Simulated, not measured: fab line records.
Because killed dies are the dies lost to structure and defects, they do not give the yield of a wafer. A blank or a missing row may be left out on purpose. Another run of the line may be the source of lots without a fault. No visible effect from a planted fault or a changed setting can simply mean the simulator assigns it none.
Code-filled problem report in 8D (eight disciplines) form / flow rit-cmos / the parts of the form that need people (team, actions taken, sign-off) are left out

## 1. WHAT IS WRONG
Mean NSD_OVL at RIT_NSD_OVL_MEAS_06: 359.5 nm over 9 wafers in 3 lots; fault-free wafers: 0.0 nm, standard deviation 1.4. That is +99 or more standard deviations from the usual mean.
First observed at day 6 07:13: wafer L133.1, on overlay-02. Wafers with a number at this step in the record: 45, from 15 lots. Rule for "out", or "out of limits": more than 4 standard deviations from the usual mean. The rest of the wafers with a number are treated as sound.

## 2. WHAT IT IS, WHAT IT ISN'T
question=which readings at this step | is=NSD_OVL | is not=-
question=which lots | is=L133, L138, L140 | is not=L119, L121, L123, L124, L126, L127, L128, L129, L131, L132, L136, L139
question=which wafers of those lots | is=all that have a number | is not=-
question=read on which gauges | is=overlay-01, overlay-02 | is not=-
question=when | is=from day 6 07:13 | is not=up to then (30 sound wafers); but 6 sound wafers of L136, L139 came after

## 3. SUSPECTS, AND WHAT RULES EACH OUT
Counting: a tool at any process step up to the reading remains a suspect when it ran all the lots that are out and ran no sound lot after the first of those.
- the gauge at RIT_NSD_OVL_MEAS_06 is ruled out. Those wafers that are out were read across 2 gauges (overlay-01, overlay-02).
- iline-stepper-02 at RIT_NSD_EXPOSE_03 (exposes mask M9, target cd 40700 nm): kept. It ran every lot that is out, first L133 (day 6 06:49), and no sound lot after that; its last sound lot up to then is L131 (day 5 22:14).
Left after counting: iline-stepper-02 at RIT_NSD_EXPOSE_03.

## 4. THE CAUSE (what the simulator had put in)
Scanner matching overlay: iline-stepper-02, from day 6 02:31 on, at RIT_NSD_EXPOSE_03. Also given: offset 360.
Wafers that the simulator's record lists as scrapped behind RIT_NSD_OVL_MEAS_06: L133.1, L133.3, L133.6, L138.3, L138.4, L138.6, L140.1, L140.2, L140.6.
The count eliminated every tool but this one.

## 5. THE EFFECT CHAIN, in route order
One row per reading whose mean, taken over the struck wafers that have a number, lies over 3 standard deviations from the usual. Only readings whose record carries a usual standard deviation are examined. hours: median over the lots of the time between each lot's start at the first step of this table that gives one and its start at this step. sigmas: the change, counted in usual standard deviations.
hours=0; step=RIT_NSD_OVL_MEAS_06; reading=NSD_OVL; usual=0.0 nm; on struck wafers=359.5; change=+359.5; sigmas=+99 or more

## 6. HOW IT WOULD HAVE BEEN CAUGHT EARLIER
Counted from the fault's start at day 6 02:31, it took 5 hours until the first out-of-limits reading at a measuring or inspecting step in this record, taken at day 6 07:13.
Lots out: 3; of these, L138, L140 started RIT_NSD_EXPOSE_03 on iline-stepper-02 after day 6 07:13. A hold on the tool at that time would have spared those 2.
